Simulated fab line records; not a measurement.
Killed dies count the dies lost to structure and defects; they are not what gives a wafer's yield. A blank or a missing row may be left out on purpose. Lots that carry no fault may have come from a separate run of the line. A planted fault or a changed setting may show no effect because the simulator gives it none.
Struck lot and sound lot, side by side | flow rit cmos | 18 steps out of a route of 202
Sound: these wafers, L698.3, L698.4, L698.5. Wafers struck: L717.2, L717.3, L717.5. Last of all comes the cause.
At each step with rows: each side's tool, then ch and its chambers, then its first start. Under that, the readings that differ: sound wafers | struck wafers | difference of the means | sigmas: that difference in standard deviations of wafers without a fault.
alike: same words and numbers on both sides, and readings whose means sit less than 2 such deviations apart. not compared: any withheld reading, any reading some wafer has no value for, any bound like >300 that may hide the same value, and any number with overlapping values for which the record gives no deviation.
A row with sigmas, a row that says differs or no value, or rows on one side alone: a step with any of these is where the two part. Numbers that have no deviation but don't overlap get no sigmas and don't part them. A reading that every wafer of one side lacks parts them only if that side has two wafers or more.

first, 1 step without rows for these wafers: RIT_SILICIDE_WET_ETCH_00 (etches SiO2 in BOE, target depth 14 nm, time 15 s).
RIT_SILICIDE_SPUTTER_01: material Ti, target thk 30 nm, time 240 s.
  struck on pvd sputter-02, day 7 11:36; sound on pvd sputter-01, day 3 11:46
  alike: throttle valve pct
RIT_SILICIDE_RS_MEAS_02: uses a four-point probe to measure.
  struck on film metro-01, day 7 11:46; sound on film metro-03, day 3 11:58
  alike: SILICIDE_TI_RS
RIT_SILICIDE_THK_MEAS_03: measures by xrf.
  struck on film metro-01, day 7 11:53; sound on film metro-03, day 3 12:04
  alike: SILICIDE_TI_THK
RIT_SILICIDE_RTA_04: time 10 s, ramp up 5 s, ramp down 5 s.
  sound on rtp anneal-02 ch 0, day 3 12:07; struck on rtp anneal-01 ch 0, day 7 11:56
  alike: wafer_temp_C_max
then, 1 step without rows for these wafers: RIT_SILICIDE_WET_ETCH_05 (etches Ti in SPM, time 120 s).
RIT_SILICIDE_RTA_06: time 10 s, ramp up 5 s, ramp down 10 s.
  sound on rtp anneal-01 ch 0, day 3 12:14; struck on rtp anneal-02 ch 0, day 7 12:03
  alike: wafer_temp_C_max
RIT_CONTACT_CVD_00: deposits SiO2 from TEOS, target thk 400 nm, time 63.28 s.
  sound on pecvd-04 ch 0,2, day 3 12:16; struck on pecvd-02 ch 0,1,2, day 7 12:07
  alike: heater power w
RIT_CONTACT_THK_MEAS_01:
  struck on film metro-03, day 7 12:10; sound on film metro-04, day 3 12:21
  alike: CONTACT_TEOS_THK
then, 3 steps without rows for these wafers: RIT_CONTACT_HMDS_02 (prime time 60 s); RIT_CONTACT_COAT_03 (resist thk 1000 nm); RIT_CONTACT_SOFTBAKE_04 (time 60 s).
RIT_CONTACT_EXPOSE_05: exposes mask M11, target cd 1000 nm.
  sound on iline stepper-02 ch 0, day 3 13:00; struck on iline stepper-02 ch 0, day 7 12:41
  reading                         | sound                | struck            | difference | sigmas
  model.CONTACT.overlay x nm (nm) | -1.676 -1.676 -1.676 | 129.2 129.2 129.2 | +130.9     |
  alike: mask, reticle temp C
then, 2 steps without rows for these wafers: RIT_CONTACT_PEB_06; RIT_CONTACT_DEVELOP_07 (develop time 120 s).
RIT_CONTACT_CD_MEAS_08: target cd 1000 nm.
  struck on cd sem-02, day 7 13:12; sound on cd sem-01, day 3 13:31
  alike: cd nm
RIT_CONTACT_OVL_MEAS_09:
  struck on overlay-02, day 7 13:31; sound on overlay-01, day 3 13:37
  reading          | sound         | struck            | difference | sigmas
  CONTACT_OVL (nm) | -2.8 0.7 -1.0 | 129.9 130.9 130.2 | +131.4     | +94
  not compared: hold
RIT_M1_PROBE_99:
  sound wafers here have rows in the record (prober-02, day 3 18:44); struck ones have none

## WHERE THEY PART
Last at RIT_M1_PROBE_99 as far as this record goes, first at RIT_CONTACT_OVL_MEAS_09.

WHY: what had been put in by the simulator
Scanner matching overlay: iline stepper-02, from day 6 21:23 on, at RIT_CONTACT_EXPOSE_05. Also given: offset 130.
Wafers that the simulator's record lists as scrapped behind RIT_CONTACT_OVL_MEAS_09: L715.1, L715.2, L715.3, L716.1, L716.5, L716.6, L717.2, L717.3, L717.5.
